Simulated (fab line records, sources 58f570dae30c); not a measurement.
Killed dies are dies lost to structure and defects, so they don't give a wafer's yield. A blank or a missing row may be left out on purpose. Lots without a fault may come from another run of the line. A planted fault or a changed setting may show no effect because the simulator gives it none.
Split-lot experiment | flow berkeley_cmos170 | 5 lots, 23 wafers read, on a route of 331 steps

THE SPLIT
At UCB170_NSD_IMPLANT_08, the setting energy_kev was moved away from the recipe's 40 on 6 of the 23 wafers read, by -5.9% to +3.8%. The other wafers ran this setting at the recipe's value.

FROM THE SPLIT TO THE READING: what the file shows between them, 3 steps
- UCB170_NSD_STRIP_09: strips in O2
- UCB170_NSD_CLEAN_11: cleans in SPM, time 600 s
- UCB170_SDANNEAL_RTA_01: time 5 s

THE READING
NSD_RS, in ohm/sq, at UCB170_SDANNEAL_RS_MEAS_03 (measures by four-point-probe). Fault-free wafers of this fab line usually give 37.28 ohm/sq, standard deviation 0.094 ohm/sq.

wafer  | tool, chamber at the split | energy_kev as run | against the recipe | NSD_RS, ohm/sq | against lot-mates on the recipe
L074.1 | implanter-04, 0            | 40                | recipe             | 37.32          | -
L074.3 | implanter-04, 0            | 40                | recipe             | 37.19          | -
L074.4 | implanter-04, 0            | 40                | recipe             | 37.33          | -
L074.5 | implanter-04, 0            | 40                | recipe             | 37.35          | -
L074.6 | implanter-04, 0            | 40                | recipe             | 37.30          | -
L075.1 | implanter-02, 0            | 40                | recipe             | 37.47          | -
L075.3 | implanter-02, 0            | 40                | recipe             | 37.36          | -
L075.4 | implanter-02, 0            | 40                | recipe             | 37.50          | -
L075.5 | implanter-02, 0            | 40                | recipe             | 37.28          | -
L075.6 | implanter-02, 0            | 40                | recipe             | 37.44          | -
L077.1 | implanter-02, 0            | 40                | recipe             | 37.38          | -
L077.2 | implanter-02, 0            | 40                | recipe             | 37.32          | -
L077.6 | implanter-02, 0            | 40                | recipe             | 37.38          | -
L082.1 | implanter-02, 0            | 41.51             | +3.8%              | 36.89          | -0.30
L082.3 | implanter-02, 0            | 41.51             | +3.8%              | 36.77          | -0.42
L082.4 | implanter-02, 0            | 40                | recipe             | 37.14          | -
L082.5 | implanter-02, 0            | 41.51             | +3.8%              | 36.87          | -0.32
L082.6 | implanter-02, 0            | 40                | recipe             | 37.24          | -
L085.1 | implanter-01, 0            | 37.63             | -5.9%              | 38.03          | +0.72
L085.2 | implanter-01, 0            | 37.63             | -5.9%              | 38.08          | +0.77
L085.3 | implanter-01, 0            | 40                | recipe             | 37.32          | -
L085.4 | implanter-01, 0            | 40                | recipe             | 37.31          | -
L085.6 | implanter-01, 0            | 37.63             | -5.9%              | 37.93          | +0.62

THE FIT
A straight line over all 23 wafers: NSD_RS changes by -0.12 ohm/sq for each +1% of energy_kev; r = -0.96; the points scatter about the line by 0.087 ohm/sq.
The same after taking each lot's own level away (the mean of its wafers on the recipe; 23 wafers): -0.11 ohm/sq for each +1%; r = -0.98; scatter 0.066 ohm/sq.
On that fit, the largest move of energy_kev shifts the reading by 0.65 ohm/sq.
The lots' own levels span 37.190 to 37.410 ohm/sq, that is 2.3 times the standard deviation above.
So the lot-to-lot level changes the slope little: the two slopes agree.
Check: with one of the wafers moved furthest among these (-5.9%) left out of the fit, the line predicts +0.647 ohm/sq for it against its lot-mates. It came out at +0.715 ohm/sq against them.

OTHER SPLITS ON THESE WAFERS
These wafers also went through other splits before the reading. Each is held against what the fit with the lots' levels taken away leaves over:
other split on the same wafers  | wafers away from the commonest value | r with NSD_RS (lot level and that fit taken away)
UCB170_PWELL_CVD_05 temp_c      | 15                                   | +0.22
UCB170_ACTIVE_STRIP_16 power_w  | 7                                    | +0.05
UCB170_GATE_OXIDATION_01 temp_c | 15                                   | +0.24
UCB170_NLDD_EXPOSE_03 dose_mj   | 9                                    | +0.02

THE WHOLE CHAIN: every reading that the file lists as answering this split, in the file's order
step                       | what it does                 | reading                                                         | change (the file's fit)               | r (the file's)
UCB170_NSD_IMPLANT_08      |                              | implant.rp_nm (the simulator's own value, which no gauge read)  | +0.471 nm for each +1% of the setting | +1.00
UCB170_NSD_IMPLANT_08      |                              | implant.drp_nm (the simulator's own value, which no gauge read) | +0.18 nm for each +1% of the setting  | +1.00
UCB170_NSD_STRIP_09        | strips in O2                 | strip_time_to_endpoint_s                                        | withheld for each +1% of the setting  | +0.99
UCB170_SDANNEAL_RS_MEAS_03 | measures by four-point-probe | NSD_RS                                                          | -0.111 for each +1% of the setting    | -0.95

THE FILE'S OWN FIT
NSD_RS changes by -0.111 ohm/sq for each +1% of energy_kev, r = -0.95.
